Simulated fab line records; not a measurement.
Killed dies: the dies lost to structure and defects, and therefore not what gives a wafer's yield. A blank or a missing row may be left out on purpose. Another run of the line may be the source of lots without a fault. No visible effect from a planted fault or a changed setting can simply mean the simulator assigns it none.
fab line records	flow berkeley_cmos170
record lots=13	wafers=39	last_day=11
route steps=331 shown NWELL@27 ACTIVE@77 GATE@143 NLDD@161
lots untouched by any fault: they come from a run of this same line in which no faults occurred
start_h: hours from the record's opening day to when the first of the lot's shown wafers began	wait_h: how many hours have passed since the lot's step before this one	" unchanged from the row above	L1.1+2: several wafers, shown together as one row	- no value present, or no start provided	* or withheld: withheld	< > ~ a bound
route shown NAME@n: names a module that has steps shown in the file, with the first one's number in the route	usual: the fault-free wafers' mean and standard deviation	same: alike in all rows	chamber/n: place in a boat	sites: per-site readings	_std_site: standard deviation across them	_edge_site: inner sites' mean taken away from outer sites' mean	radius_mm: how far each site lies from the wafer's centre	mask NAME#n: copy n	behind: the most recent tool/chamber to have shaped the wafer	hold: what put the lot on hold/how long, in hours/how the hold closed	device: whichever transistor did not switch (one of n, p or np)	end of line: the same wafers' tests at the end of the route	a step without rows: its recipe alone	killed: dies lost to structure and defects at the first sort, not the wafer's yield	map: dies across one wafer; x = killed, . = not, _ = none there
set.NAME: the setting as run; set.NAME@STEP: as run at that earlier step	model.NAME: the simulator's own value behind a step, which no gauge read
one table for each step of the route and one row for each wafer, over a sample of lots
services: the hour from which a tool's chamber was out of use, counted from the record's first day as start_h (under 0 if before that day), plus the number of hours and why
## steps
# step UCB170_NWELL_ETCH_13
# recipe chemistry=CH3F/Ar/O2	target=Si3N4	stop_on=SiO2	CH3F_flow_sccm=20	Ar_flow_sccm=50	O2_flow_sccm=7	pressure_mtorr=50	rf_w=450	target_depth_a=2464	over_etch_frac=0.1	time_s=154
# usual drypump_motor_current_A=5.9/0.48	oes_product_au=0.935/0.015	throttle_valve_pct=8.04/0.14
lot.wafer	tool	chamber	start_h	wait_h	drypump_motor_current_A	oes_product_au	rf_hours_counter_h	throttle_valve_pct
L299.3	rie_diel-03	2	36.65	0.0	5.3	0.925	2	8.18
L299.5	"	0	"	"	5.5	0.946	-	8.13
L299.6	"	3	"	"	6.5	0.955	-	7.94
L300.2	rie_diel-02	1	36.93	0.0	5.6	0.931	105	7.80
L300.3	"	2	"	"	6.6	0.928	87	7.86
L300.6	"	3	"	"	6.4	0.970	-	8.21
L301.1	rie_diel-03	3	49.20	0.0	6.5	0.957	125	7.96
L301.3	"	0	"	"	5.5	0.946	96	8.12
L301.4	"	2	"	"	5.3	0.927	-	8.19
L303.1	rie_diel-04	2	54.57	0.0	5.3	0.936	153	7.91
L303.5	"	1	"	"	5.9	0.935	-	8.04
L303.6	"	0	"	"	5.7	0.921	-	8.19
L304.1	rie_diel-02	2	69.10	0.0	6.6	0.919	88	7.85
L304.3	"	0	"	"	5.3	0.934	4	8.16
L304.4	"	3	"	"	6.4	0.962	154	8.20
L306.1	rie_diel-04	3	74.72	0.0	6.5	0.967	27	8.01
L306.4	"	2	"	"	5.3	0.924	154	7.91
L306.5	"	3	"	"	6.5	0.964	-	7.99
L309.2	rie_diel-04	0	86.73	0.0	5.7	0.935	89	8.20
L309.4	"	1	"	"	5.9	0.945	38	8.02
L309.5	"	2	"	"	5.3	0.933	-	7.91
L310.3	rie_diel-02	3	91.66	0.0	6.3	0.945	155	8.22
L310.5	"	1	"	"	5.6	0.928	-	7.78
L310.6	"	3	"	"	6.4	0.952	-	8.21
L311.1	rie_diel-02	1	99.98	0.0	5.6	0.914	107	7.79
L311.5	"	1	"	"	5.6	0.918	-	7.79
L311.6	"	3	"	"	6.3	0.953	-	8.22
L318.2	rie_diel-02	2	138.23	0.0	6.5	0.922	91	7.85
L318.4	"	1	"	"	5.6	0.935	-	7.80
L318.5	"	2	"	"	6.6	0.925	-	7.84
L321.1	rie_diel-04	1	141.22	0.0	5.9	0.934	41	8.03
L321.4	"	3	"	"	6.5	0.958	-	8.01
L321.5	"	1	"	"	5.9	0.928	-	8.04
L319.2	rie_diel-03	2	141.34	0.0	5.3	0.926	7	8.17
L319.3	"	1	"	"	5.3	0.915	4	8.01
L319.6	"	2	"	"	5.3	0.918	-	8.19
L320.1	rie_diel-02	2	141.58	0.0	6.5	0.931	91	7.85
L320.3	"	1	"	"	5.6	0.921	109	7.77
L320.5	"	2	"	"	6.6	0.929	-	7.85
# step UCB170_ACTIVE_CD_MEAS_90
# recipe target_cd_nm=1200
# usual cd_nm=1200.2/1.2
lot.wafer	tool	chamber	start_h	wait_h	cd_nm
L300.2	cd_sem-02	-	83.33	0.1	1200.2
L300.3	"	-	"	"	1200.5
L300.6	"	-	"	"	1198.8
L299.3	cd_sem-01	-	83.43	0.1	1200.1
L299.5	"	-	"	"	1200.6
L299.6	"	-	"	"	1200.1
L301.1	cd_sem-02	-	99.06	0.1	1198.8
L301.3	"	-	"	"	1198.6
L301.4	"	-	"	"	1199.1
L303.1	cd_sem-02	-	101.99	0.1	1200.4
L303.5	"	-	"	"	1200.3
L303.6	"	-	"	"	1200.4
L304.1	cd_sem-01	-	111.76	0.1	1201.1
L304.3	"	-	"	"	1201.0
L304.4	"	-	"	"	1200.8
L306.1	cd_sem-02	-	116.69	0.1	1200.3
L306.4	"	-	"	"	1201.3
L306.5	"	-	"	"	1200.1
L309.2	cd_sem-01	-	136.39	0.1	1200.3
L309.4	"	-	"	"	1201.4
L309.5	"	-	"	"	1200.1
L310.3	cd_sem-02	-	136.66	0.1	1199.8
L310.5	"	-	"	"	1200.9
L310.6	"	-	"	"	1199.9
L311.1	cd_sem-02	-	145.33	0.1	1198.4
L311.5	"	-	"	"	1199.8
L311.6	"	-	"	"	1198.6
L318.2	cd_sem-01	-	185.70	0.1	1203.6
L318.4	"	-	"	"	1201.4
L318.5	"	-	"	"	1202.0
L320.1	cd_sem-01	-	185.92	0.1	1201.7
L320.3	"	-	"	"	1199.8
L320.5	"	-	"	"	1200.5
L321.1	cd_sem-01	-	186.43	0.1	1200.4
L321.4	"	-	"	"	1199.6
L321.5	"	-	"	"	1199.1
L319.2	cd_sem-01	-	186.66	0.1	1200.5
L319.3	"	-	"	"	1200.3
L319.6	"	-	"	"	1202.4
# step UCB170_GATE_CD_MEAS_90
# recipe target_cd_nm=350
# usual cd_nm=349.6/1.4
lot.wafer	tool	chamber	start_h	wait_h	cd_nm
L299.3	cd_sem-02	-	124.04	0.1	348.9
L299.5	"	-	"	"	348.0
L299.6	"	-	"	"	348.8
L300.2	cd_sem-02	-	124.14	0.1	349.9
L300.3	"	-	"	"	349.7
L300.6	"	-	"	"	349.1
L301.1	cd_sem-02	-	150.00	0.1	350.8
L301.3	"	-	"	"	349.3
L301.4	"	-	"	"	350.4
L303.1	cd_sem-02	-	150.12	0.1	352.9
L303.5	"	-	"	"	350.8
L303.6	"	-	"	"	351.9
L304.1	cd_sem-01	-	150.38	0.1	351.9
L304.3	"	-	"	"	351.5
L304.4	"	-	"	"	352.7
L306.1	cd_sem-01	-	170.82	0.1	350.8
L306.4	"	-	"	"	350.7
L306.5	"	-	"	"	351.3
L310.3	cd_sem-01	-	187.73	0.1	347.7
L310.5	"	-	"	"	348.3
L310.6	"	-	"	"	348.1
L309.2	cd_sem-02	-	187.78	0.1	349.2
L309.4	"	-	"	"	350.1
L309.5	"	-	"	"	349.7
L311.1	cd_sem-02	-	193.60	0.1	351.4
L311.5	"	-	"	"	349.6
L311.6	"	-	"	"	349.5
L318.2	cd_sem-02	-	224.15	0.4	347.4
L318.4	"	-	"	"	347.4
L318.5	"	-	"	"	348.9
L320.1	cd_sem-02	-	224.25	0.2	348.7
L320.3	"	-	"	"	349.8
L320.5	"	-	"	"	349.1
L319.2	cd_sem-02	-	226.71	0.1	350.2
L319.3	"	-	"	"	351.2
L319.6	"	-	"	"	349.8
L321.1	cd_sem-01	-	227.44	0.1	349.8
L321.4	"	-	"	"	349.5
L321.5	"	-	"	"	348.8
# step UCB170_NLDD_EXPOSE_03
# recipe mask_id=NSELECT	na=0.5	sigma_outer=0.6	source_shape=conventional	target_cd_nm=1200	dose_mj=30
# usual focus_offset_nm=0.0/0.49
# same sigma_outer=0.6
lot.wafer	tool	chamber	start_h	wait_h	mask	focus_offset_nm
L299.3	krf_scanner-02	0	126.85	0.2	NSELECT#0	0.1
L299.5	"	0	"	"	NSELECT#0	0.0
L299.6	"	0	"	"	NSELECT#0	0.3
L300.2	krf_scanner-01	0	127.40	0.2	NSELECT#0	0.3
L300.3	"	0	"	"	NSELECT#0	0.2
L300.6	"	0	"	"	NSELECT#0	0.5
L301.1	krf_scanner-02	0	152.74	0.1	NSELECT#0	0.6
L301.3	"	0	"	"	NSELECT#0	0.1
L301.4	"	0	"	"	NSELECT#0	-0.5
L303.1	krf_scanner-01	0	153.00	0.2	NSELECT#0	-0.1
L303.5	"	0	"	"	NSELECT#0	0.7
L303.6	"	0	"	"	NSELECT#0	0.1
L304.1	krf_scanner-01	0	153.49	0.4	NSELECT#0	-1.3
L304.3	"	0	"	"	NSELECT#0	-0.7
L304.4	"	0	"	"	NSELECT#0	-1.3
L306.1	krf_scanner-02	0	173.47	0.2	NSELECT#0	0.2
L306.4	"	0	"	"	NSELECT#0	0.0
L306.5	"	0	"	"	NSELECT#0	0.1
L310.3	krf_scanner-02	0	191.82	0.2	PSELECT#0	-0.3
L310.5	"	0	"	"	PSELECT#0	-0.2
L310.6	"	0	"	"	PSELECT#0	0.4
L309.2	krf_scanner-01	0	192.13	0.2	NSELECT#0	-1.0
L309.4	"	0	"	"	NSELECT#0	-0.4
L309.5	"	0	"	"	NSELECT#0	-0.6
L311.1	krf_scanner-02	0	197.25	0.4	NSELECT#0	0.0
L311.5	"	0	"	"	NSELECT#0	0.1
L311.6	"	0	"	"	NSELECT#0	0.2
L320.1	krf_scanner-02	0	230.28	0.3	NSELECT#0	0.6
L320.3	"	0	"	"	NSELECT#0	0.2
L320.5	"	0	"	"	NSELECT#0	-0.1
L318.2	krf_scanner-02	0	230.78	0.4	NSELECT#0	0.2
L318.4	"	0	"	"	NSELECT#0	-0.4
L318.5	"	0	"	"	NSELECT#0	0.6
L319.2	krf_scanner-02	0	230.90	0.4	NSELECT#0	0.3
L319.3	"	0	"	"	NSELECT#0	0.7
L319.6	"	0	"	"	NSELECT#0	0.7
L321.1	krf_scanner-02	0	231.39	0.1	NSELECT#0	0.1
L321.4	"	0	"	"	NSELECT#0	0.3
L321.5	"	0	"	"	NSELECT#0	0.0
# step UCB170_NLDD_CD_MEAS_06
# recipe target_cd_nm=1200
# usual cd_nm=1200.0/1.2
lot.wafer	tool	chamber	start_h	wait_h	cd_nm
L299.3	cd_sem-01	-	127.25	-	1201.8
L299.5	"	-	"	"	1199.9
L299.6	"	-	"	"	1201.4
L300.2	cd_sem-02	-	127.80	-	1200.1
L300.3	"	-	"	"	1200.0
L300.6	"	-	"	"	1200.1
L301.1	cd_sem-02	-	153.15	-	1198.5
L301.3	"	-	"	"	1199.4
L301.4	"	-	"	"	1198.5
L303.1	cd_sem-01	-	153.40	-	1198.7
L303.5	"	-	"	"	1198.5
L303.6	"	-	"	"	1199.0
L304.1	cd_sem-01	-	153.88	-	1200.9
L304.3	"	-	"	"	1199.8
L304.4	"	-	"	"	1200.1
L306.1	cd_sem-02	-	173.86	-	1198.2
L306.4	"	-	"	"	1200.4
L306.5	"	-	"	"	1198.0
L310.3	cd_sem-01	-	192.99	-	-
L310.5	"	-	"	"	-
L310.6	"	-	"	"	-
L309.2	cd_sem-02	-	193.08	-	1199.8
L309.4	"	-	"	"	1198.7
L309.5	"	-	"	"	1199.6
L311.1	cd_sem-01	-	197.68	-	1200.1
L311.5	"	-	"	"	1200.6
L311.6	"	-	"	"	1201.8
L320.1	cd_sem-01	-	231.22	-	1200.0
L320.3	"	-	"	"	1199.7
L320.5	"	-	"	"	1199.0
L318.2	cd_sem-01	-	231.51	-	1199.1
L318.4	"	-	"	"	1200.6
L318.5	"	-	"	"	1199.2
L319.2	cd_sem-02	-	231.72	-	1199.8
L319.3	"	-	"	"	1200.1
L319.6	"	-	"	"	1200.6
L321.1	cd_sem-02	-	231.82	-	1198.5
L321.4	"	-	"	"	1199.0
L321.5	"	-	"	"	1196.7
# step UCB170_NLDD_TW_MEAS_11
# usual NLDD_TW=2208/11
lot.wafer	tool	chamber	start_h	wait_h	NLDD_TW
L299.3	film_metro-01	-	127.78	0.1	2207
L299.5	"	-	"	"	2208
L299.6	"	-	"	"	2217
L300.2	film_metro-03	-	128.34	0.1	2196
L300.3	"	-	"	"	2196
L300.6	"	-	"	"	2196
L301.1	film_metro-01	-	153.71	0.1	2202
L301.3	"	-	"	"	2196
L301.4	"	-	"	"	2191
L303.1	film_metro-03	-	153.95	0.1	2215
L303.5	"	-	"	"	2208
L303.6	"	-	"	"	2206
L304.1	film_metro-03	-	154.43	0.1	2210
L304.3	"	-	"	"	2202
L304.4	"	-	"	"	2209
L306.1	film_metro-02	-	174.42	0.1	2214
L306.4	"	-	"	"	2197
L306.5	"	-	"	"	2197
L310.3	film_metro-03	-	193.57	0.1	30
L310.5	"	-	"	"	30
L310.6	"	-	"	"	30
L309.2	film_metro-02	-	193.62	0.1	2203
L309.4	"	-	"	"	2210
L309.5	"	-	"	"	2206
L311.1	film_metro-03	-	198.23	0.1	2199
L311.5	"	-	"	"	2191
L311.6	"	-	"	"	2192
L320.1	film_metro-02	-	231.77	0.1	2222
L320.3	"	-	"	"	2222
L320.5	"	-	"	"	2214
L318.2	film_metro-01	-	232.06	0.1	2214
L318.4	"	-	"	"	2213
L318.5	"	-	"	"	2203
L319.2	film_metro-02	-	232.27	0.1	2214
L319.3	"	-	"	"	2224
L319.6	"	-	"	"	2222
L321.1	film_metro-03	-	232.38	0.1	2203
L321.4	"	-	"	"	2204
L321.5	"	-	"	"	2200
## services
tool	chamber	start_h	hours	kind
krf_scanner-02	-	25.68	1.0	pm
rie_diel-02	2	45.46	6.3	repair
rie_diel-04	1	74.80	2.7	repair
rie_diel-02	0	87.83	29.0	repair
rie_diel-04	2	91.93	2.9	repair
krf_scanner-01	-	93.52	4.0	pm
krf_scanner-02	-	97.54	4.0	pm
krf_scanner-02	-	104.14	0.1	repair
rie_diel-02	3	105.81	4.9	repair
rie_diel-02	1	107.73	2.4	repair
krf_scanner-01	-	112.49	0.8	pm
rie_diel-04	3	121.91	8.7	repair
krf_scanner-02	-	134.80	1.3	pm
krf_scanner-01	-	150.41	1.3	pm
krf_scanner-02	-	155.22	0.8	pm
krf_scanner-01	-	156.72	1.0	pm
rie_diel-04	-	157.39	0.2	repair
rie_diel-04	-	157.63	11.1	repair
krf_scanner-02	-	195.84	1.0	pm
krf_scanner-01	-	207.43	4.4	pm
rie_diel-02	0	216.66	5.1	repair
rie_diel-02	3	220.19	25.9	repair
rie_diel-02	2	223.53	10.1	repair
rie_diel-02	-	230.19	0.6	repair
## key
first_sign step=UCB170_NLDD_EXPOSE_03	reading=mask	direction=changed
effect step=UCB170_NLDD_CD_MEAS_06	reading=cd_nm	direction=missing
effect step=UCB170_NLDD_TW_MEAS_11	reading=NLDD_TW	direction=down	sigmas=99+	usual=2208	struck=30
met_at UCB170_NLDD_EXPOSE_03
struck_lots L310
sort_left_out L310.3,L310.5,L310.6
tester_left_out L310
not_acting_at UCB170_NWELL_ETCH_13,UCB170_ACTIVE_CD_MEAS_90,UCB170_GATE_CD_MEAS_90
onset_between 173.47 191.82
fault kind=wrong_mask	tool=any	chamber=-	onset_h=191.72	steps=UCB170_NLDD_EXPOSE_03	aux_copy=PSELECT#0	scope=struck_lots_only
# tester_left_out: of these lots the tester's yield and bins aren't shown, on N5 and GAA mostly nor the transistor test; their killed dies are dies lost to structure and defects alone, not to doping, threshold or leakage, so they don't give the yield
# sort_left_out: the simulated sort isn't trusted on such a fault, so these wafers' sort isn't shown, and their yield isn't known
